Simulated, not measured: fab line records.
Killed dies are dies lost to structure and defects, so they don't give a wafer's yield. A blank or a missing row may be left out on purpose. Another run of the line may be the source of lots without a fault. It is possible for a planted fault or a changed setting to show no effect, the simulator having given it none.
fab line records | flow berkeley-cmos170
record lots=6 | wafers=18 | last-day=13
route steps=331 shown M3@309
lots untouched by any fault: they come from a run of this same line in which no faults occurred
start-h: hours from the record's opening day to when the first of the lot's shown wafers began | wait-h: hours elapsed since this lot's preceding step | " as in the row above | L1.1+2: a row that stands for several wafers | - no value, or no start was given | * or withheld: withheld | < > ~ a bound
route shown NAME@n: a module of which the file shows steps, and the number in the route of the first | usual: average and standard deviation across the fault-free wafers | same: alike in all rows | chamber/n: place in a boat | sites: per-site readings | _std_site: how widely they spread, as a standard deviation | _edge_site: outer sites' mean less inner sites' | radius-mm: how far each site lies from the wafer's centre | mask NAME#n: copy n | behind: the last tool/chamber to shape the wafer | hold: the reason the lot was held/the length of the hold in hours/how it ended | device: names the non-switching transistor (n, p or np) | end of line: tests run on the same wafers once the route is complete | where a step has no rows: the recipe by itself | killed: dies lost to structure and defects at the first sort, not the wafer's yield | map: dies across one wafer; x = killed, . = not, _ = none there
set.NAME: the run value of the setting; set.NAME@STEP: its run value at that earlier step | model.NAME: the simulator's own value behind a step, which no gauge read
a table for each step, a row for each wafer; lots at some steps of the route
services: from which hour (start-h, from the record's first day; less than 0 if before it) a tool's chamber was out of use, for how many hours, and why
## steps
# step UCB170_M3_PRE_CLEAN_00
# recipe gas=Ar | preclean-etch-time-s=60
# step UCB170_M3_SPUTTER_01
# recipe material=Al | target-thk-nm=900 | time-s=120 | power-w=6000 | chamber-pressure-pa=0.5
# usual throttle-valve-pct=30.1/1.2
lot.wafer | tool           | chamber | start-h | wait-h | throttle-valve-pct
L266.2    | pvd-sputter-04 | -       | 182.31  | 0.0    | 31.9
L266.3    | "              | -       | "       | "      | 30.8
L266.4    | "              | -       | "       | "      | 28.5
L276.1    | pvd-sputter-02 | -       | 249.20  | 0.0    | 31.3
L276.5    | "              | -       | "       | "      | 31.6
L276.6    | "              | -       | "       | "      | 30.0
L278.3    | pvd-sputter-04 | -       | 251.07  | 0.0    | 29.0
L278.4    | "              | -       | "       | "      | 32.2
L278.5    | "              | -       | "       | "      | 32.0
L280.2    | pvd-sputter-02 | -       | 254.95  | 0.0    | 31.8
L280.3    | "              | -       | "       | "      | 30.0
L280.4    | "              | -       | "       | "      | 29.8
L282.2    | pvd-sputter-02 | -       | 287.22  | 0.0    | 31.7
L282.3    | "              | -       | "       | "      | 30.9
L282.6    | "              | -       | "       | "      | 31.3
L287.2    | pvd-sputter-03 | -       | 313.24  | 0.0    | 28.8
L287.5    | "              | -       | "       | "      | 28.6
L287.6    | "              | -       | "       | "      | 29.6
# step UCB170_M3_RS_MEAS_02
# recipe thk-meas-gauge=four-point-probe | reads=Al_of_M3_SPUTTER_01
# usual M3_AL_RS=0.0322/0.00033
lot.wafer | tool          | chamber | start-h | wait-h | M3_AL_RS[ohm/sq]
L266.2    | film-metro-03 | -       | 182.42  | 0.1    | 0.0320
L266.3    | "             | -       | "       | "      | 0.0319
L266.4    | "             | -       | "       | "      | 0.0319
L276.1    | film-metro-01 | -       | 249.29  | 0.0    | 0.0323
L276.5    | "             | -       | "       | "      | 0.0327
L276.6    | "             | -       | "       | "      | 0.0325
L278.3    | film-metro-01 | -       | 251.20  | 0.1    | 0.0325
L278.4    | "             | -       | "       | "      | 0.0323
L278.5    | "             | -       | "       | "      | 0.0322
L280.2    | film-metro-03 | -       | 255.05  | 0.1    | 0.0325
L280.3    | "             | -       | "       | "      | 0.0323
L280.4    | "             | -       | "       | "      | 0.0324
L282.2    | film-metro-03 | -       | 287.32  | 0.1    | 0.0329
L282.3    | "             | -       | "       | "      | 0.0323
L282.6    | "             | -       | "       | "      | 0.0323
L287.2    | film-metro-02 | -       | 313.34  | 0.1    | 0.0324
L287.5    | "             | -       | "       | "      | 0.0326
L287.6    | "             | -       | "       | "      | 0.0322
# step UCB170_M3_THK_MEAS_03
# recipe thk-meas-gauge=xrf | reads=Al_of_M3_SPUTTER_01
# usual M3_AL_THK=910/11
lot.wafer | tool          | chamber | start-h | wait-h | M3_AL_THK[nm]
L266.2    | film-metro-03 | -       | 182.53  | 0.1    | 915
L266.3    | "             | -       | "       | "      | 920
L266.4    | "             | -       | "       | "      | 920
L276.1    | film-metro-01 | -       | 249.41  | 0.1    | 917
L276.5    | "             | -       | "       | "      | 898
L276.6    | "             | -       | "       | "      | 906
L278.3    | film-metro-01 | -       | 251.30  | 0.1    | 904
L278.4    | "             | -       | "       | "      | 913
L278.5    | "             | -       | "       | "      | 910
L280.2    | film-metro-03 | -       | 255.16  | 0.1    | 891
L280.3    | "             | -       | "       | "      | 906
L280.4    | "             | -       | "       | "      | 900
L282.2    | film-metro-03 | -       | 287.43  | 0.1    | 884
L282.3    | "             | -       | "       | "      | 906
L282.6    | "             | -       | "       | "      | 907
L287.2    | film-metro-02 | -       | 313.45  | 0.1    | 892
L287.5    | "             | -       | "       | "      | 890
L287.6    | "             | -       | "       | "      | 901
# step UCB170_M3_HMDS_04
# recipe prime-time-s=60 | prime-temp-c=100
# step UCB170_M3_COAT_05
# recipe resist=KrF | spin-rpm=1500 | resist-thk-nm=900
# step UCB170_M3_SOFTBAKE_06
# recipe resist=KrF | temp-c=130 | time-s=60
# step UCB170_M3_STRIP_07
# recipe chemistry=O2 | power-w=400 | pressure-mtorr=3500 | platen-temp-c=withheld | o2-flow-sccm=400 | overash-fraction=0.5
# usual drypump-motor-current-A=5.8/0.43 | oes-product-au=0.735/0.0043 | strip-time-to-endpoint-s=21.96/0.062
lot.wafer | tool            | chamber | start-h | wait-h | drypump-motor-current-A | oes-product-au | rf-hours-counter-h | strip-time-to-endpoint-s
L266.2    | plasma-asher-03 | 0       | 183.03  | 0.1    | 5.3                     | 0.735          | 39                 | 21.99
L266.3    | "               | 0       | "       | "      | 5.3                     | 0.732          | -                  | 21.97
L266.4    | "               | 1       | "       | "      | 6.4                     | 0.737          | -                  | 21.89
L276.1    | plasma-asher-01 | 1       | 249.98  | 0.1    | 5.7                     | 0.735          | 53                 | 21.97
L276.5    | "               | 0       | "       | "      | 5.5                     | 0.737          | -                  | 21.97
L276.6    | "               | 1       | "       | "      | 5.7                     | 0.735          | -                  | 21.96
L278.3    | plasma-asher-01 | 1       | 252.36  | 0.1    | 5.7                     | 0.739          | -                  | 21.97
L278.4    | "               | 0       | "       | "      | 5.5                     | 0.738          | -                  | 21.92
L278.5    | "               | 1       | "       | "      | 5.7                     | 0.735          | -                  | 21.98
L280.2    | plasma-asher-01 | 0       | 255.66  | 0.1    | 5.5                     | 0.734          | 53                 | 21.91
L280.3    | "               | 0       | "       | "      | 5.5                     | 0.735          | -                  | 21.87
L280.4    | "               | 1       | "       | "      | 5.7                     | 0.741          | -                  | 21.84
L282.2    | plasma-asher-01 | 1       | 288.06  | 0.1    | 5.7                     | 0.734          | 57                 | 21.98
L282.3    | "               | 0       | "       | "      | 5.5                     | 0.731          | -                  | 22.00
L282.6    | "               | 1       | "       | "      | 5.7                     | 0.737          | -                  | 21.95
L287.2    | plasma-asher-02 | 0       | 313.95  | 0.1    | 6.2                     | 0.732          | 64                 | 21.91
L287.5    | "               | 1       | "       | "      | 5.4                     | 0.735          | -                  | 21.91
L287.6    | "               | 0       | "       | "      | 6.2                     | 0.727          | -                  | 21.87
# step UCB170_M3_STRIP_08
# recipe chemistry=DMSO | temp-c=80 | time-s=600 | material=KrF
# step UCB170_M3_COAT_09
# recipe resist=BARC | temp-c=withheld | time-s=withheld | spin-rpm=3000 | resist-thk-nm=withheld
# step UCB170_M3_COAT_10
# recipe resist=KrF | spin-rpm=1500 | resist-thk-nm=900
# step UCB170_M3_SOFTBAKE_11
# recipe resist=KrF | temp-c=130 | time-s=60
# step UCB170_M3_EXPOSE_12
# recipe mask-id=METAL3 | target-cd-nm=700 | na=0.5 | sigma-outer=0.6 | source-shape=conventional | dose-mj=26
# usual exposure-dose-mJ-cm2=26.12/0.097 | focus-offset-nm=-0.1/0.5
lot.wafer | tool           | chamber | start-h | wait-h | mask     | exposure-dose-mJ-cm2 | focus-offset-nm
L266.2    | krf-scanner-01 | 0       | 183.77  | -      | METAL3#0 | 25.96                | 0.1
L266.3    | "              | 0       | "       | "      | METAL3#0 | 26.00                | -0.4
L266.4    | "              | 0       | "       | "      | METAL3#0 | 26.02                | 0.4
L276.1    | krf-scanner-02 | 0       | 251.11  | -      | METAL3#0 | 26.18                | -0.4
L276.5    | "              | 0       | "       | "      | METAL3#0 | 26.19                | -0.9
L276.6    | "              | 0       | "       | "      | METAL3#0 | 26.23                | 0.5
L278.3    | krf-scanner-01 | -       | 253.61  | -      | METAL3#0 | -                    | -
L278.4    | "              | -       | "       | "      | METAL3#0 | -                    | -
L278.5    | "              | -       | "       | "      | METAL3#0 | -                    | -
L280.2    | krf-scanner-02 | -       | 256.55  | -      | METAL3#0 | -                    | -
L280.3    | "              | -       | "       | "      | METAL3#0 | -                    | -
L280.4    | "              | -       | "       | "      | METAL3#0 | -                    | -
L282.2    | krf-scanner-02 | 0       | 289.07  | -      | METAL3#0 | 26.19                | -1.1
L282.3    | "              | 0       | "       | "      | METAL3#0 | 26.14                | -0.6
L282.6    | "              | 0       | "       | "      | METAL3#0 | 26.15                | -0.7
L287.2    | krf-scanner-01 | 0       | 315.58  | -      | METAL3#0 | 26.00                | -0.1
L287.5    | "              | 0       | "       | "      | METAL3#0 | 25.96                | 0.7
L287.6    | "              | 0       | "       | "      | METAL3#0 | 26.00                | -0.5
# step UCB170_M3_PEB_13
# recipe peb-temp-c=130 | peb-time-s=withheld | resist=KrF
## services
tool           | chamber | start-h | hours | kind
pvd-sputter-04 | -       | 158.36  | 6.4   | repair
krf-scanner-01 | -       | 163.32  | 3.6   | pm
krf-scanner-02 | -       | 194.06  | 1.0   | pm
krf-scanner-02 | -       | 201.99  | 0.8   | pm
krf-scanner-01 | -       | 205.97  | 4.0   | pm
pvd-sputter-03 | -       | 234.63  | 2.4   | repair
krf-scanner-01 | -       | 259.25  | 0.2   | repair
krf-scanner-01 | -       | 267.47  | 1.0   | pm
pvd-sputter-03 | -       | 270.27  | 3.9   | repair
krf-scanner-01 | -       | 274.71  | 17.8  | repair
krf-scanner-02 | -       | 278.54  | 0.8   | repair
krf-scanner-01 | -       | 278.90  | 0.9   | repair
krf-scanner-02 | 0       | 291.91  | -     | calibration
krf-scanner-01 | -       | 292.52  | 0.8   | pm
pvd-sputter-02 | -       | 293.86  | 1.3   | repair
krf-scanner-01 | 0       | 304.50  | -     | calibration
pvd-sputter-04 | -       | 314.31  | 2.5   | repair
krf-scanner-02 | -       | 314.85  | 1.3   | pm
## key
first-sign step=UCB170_M3_EXPOSE_12 | reading=tool-record | direction=missing
effect none on later readings
met-at UCB170_M3_EXPOSE_12
struck-wafers L278.3,L278.4,L278.5,L280.2,L280.3,L280.4
later-rows-left-out L278.3,L278.4,L278.5,L280.2,L280.3,L280.4
sort-left-out L278.3,L278.4,L278.5,L280.2,L280.3,L280.4
onset-between 251.11 253.61
fault kind=skipped-step-whole | tool=krf-scanner-01,krf-scanner-02 | chamber=- | onset-h=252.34 | steps=UCB170_M3_EXPOSE_12 | scope=struck-lots-only
# sort-left-out: the simulated sort isn't trusted on such a fault, so these wafers' sort isn't shown, and their yield isn't known
# later-rows-left-out: the simulator's readings of these wafers behind a module that went badly wrong aren't trusted and aren't shown, but for the sort
